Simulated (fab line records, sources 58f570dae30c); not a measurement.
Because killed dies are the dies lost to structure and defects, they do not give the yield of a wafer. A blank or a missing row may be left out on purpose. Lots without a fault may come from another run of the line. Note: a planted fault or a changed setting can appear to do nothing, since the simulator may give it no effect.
One fault through the eyes of 2 desks || flow berkeley-cmos170 || only its own numbers are on each desk; what lay behind them is given at the end

== AT THE METROLOGY DESK ==
What the gauges read for every lot (on any tool): the sampled wafers with a number, averaged. A lot is out of limits, marked OUT, if its mean lies more than 4 standard deviations from the usual mean; the brackets give that distance.
Columns: A = NVT_OVL at UCB170_NVT_OVL_MEAS_06, usual -2 nm; B = PLDD_TW at UCB170_PLDD_TW_MEAS_11, usual 1007; C = PLDD_RS at UCB170_SDANNEAL_RS_MEAS_04, usual 1031.3 ohm/sq
{"lot": "L189", "first seen here": "day 5 10:21", "A": 0, "B": 999, "C": 1029.4}
{"lot": "L190", "first seen here": "day 5 21:02", "A": -9, "B": 1011, "C": 1031.2}
{"lot": "L191", "first seen here": "day 5 21:03", "A": -3, "B": 1013, "C": 1028.2}
{"lot": "L193", "first seen here": "day 6 08:01", "A": -3, "B": 1012, "C": 1030.3}
{"lot": "L198", "first seen here": "day 7 07:09", "A": -1, "B": 1014, "C": 1027.9}
{"lot": "L199", "first seen here": "day 7 15:11", "A": -0, "B": "1065 (+7.5) OUT", "C": "888.5 (-49) OUT"}
{"lot": "L201", "first seen here": "day 7 19:24", "A": -3, "B": "1068 (+7.9) OUT", "C": "884.7 (-51) OUT"}
{"lot": "L203", "first seen here": "day 8 08:59", "A": -9, "B": 1014, "C": 1027.8}
{"lot": "L206", "first seen here": "day 8 21:26", "A": 4, "B": 1011, "C": 1032.6}
{"lot": "L208", "first seen here": "day 9 05:33", "A": -0, "B": 997, "C": 1032.0}
{"lot": "L209", "first seen here": "day 9 19:13", "A": 2, "B": 1016, "C": 1032.1}
{"lot": "L210", "first seen here": "day 9 19:47", "A": -4, "B": 1003, "C": 1030.6}
{"lot": "L211", "first seen here": "day 10 07:13", "A": -1, "B": 1016, "C": 1030.6}
{"lot": "L212", "first seen here": "day 10 07:13", "A": -2, "B": 1019, "C": 1030.0}
Per this desk, out of limits: L199, L201; the first was L199, day 8 13:02 (PLDD_TW at UCB170_PLDD_TW_MEAS_11). In limits: L189, L190, L191, L193, L198, L203, L206, L208, L209, L210, L211, L212.

== AT THE TOOL OWNER'S DESK: implanter-02 ==
For each lot that ran on this tool, the mean over its sampled wafers that have a number, from the tool's own readings at UCB170_PLDD_IMPLANT_08. A lot is out of limits, marked OUT, if its mean lies more than 4 standard deviations from the usual mean; the brackets give that distance.
Columns: A = beam-on-s at UCB170_PLDD_IMPLANT_08, usual 10.00 s; B = dose-ions-cm2 at UCB170_PLDD_IMPLANT_08, usual 5.002e+13; C = faraday-current-uA at UCB170_PLDD_IMPLANT_08, usual 159
{"lot": "L190", "first seen here": "day 6 14:40", "A": 9.99, "B": 4.993e+13, "C": 159}
{"lot": "L199", "first seen here": "day 8 12:38", "A": "11.88 (+9.4) OUT", "B": "7.101e+13 (+99 or more) OUT", "C": "190 (+9.9) OUT"}
{"lot": "L201", "first seen here": "day 8 12:59", "A": "11.89 (+9.4) OUT", "B": "7.102e+13 (+99 or more) OUT", "C": "189 (+9.6) OUT"}
This desk finds L199, L201 out of limits, L199 being first, at day 8 12:38 (beam-on-s at UCB170_PLDD_IMPLANT_08). In limits: L190.

== TAKEN TOGETHER ==
The tool owner's desk had the chance to raise an alarm at day 8 12:38 on L199, L201.
L199, L201 would have let the metrology desk raise an alarm at day 8 13:02.
Every lot named ran UCB170_PLDD_IMPLANT_08 on implanter-02.

== WHAT THE SIMULATOR HAD PUT IN ==
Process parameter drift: implanter-02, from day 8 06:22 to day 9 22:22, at UCB170_PLDD_IMPLANT_08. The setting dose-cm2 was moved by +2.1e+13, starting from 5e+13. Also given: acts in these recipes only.
Shown lots that were struck: L199, L201.
Counting hours from when the fault started, the first reading out of limits came at 6 for the tool owner's desk and at 7 for the metrology desk.
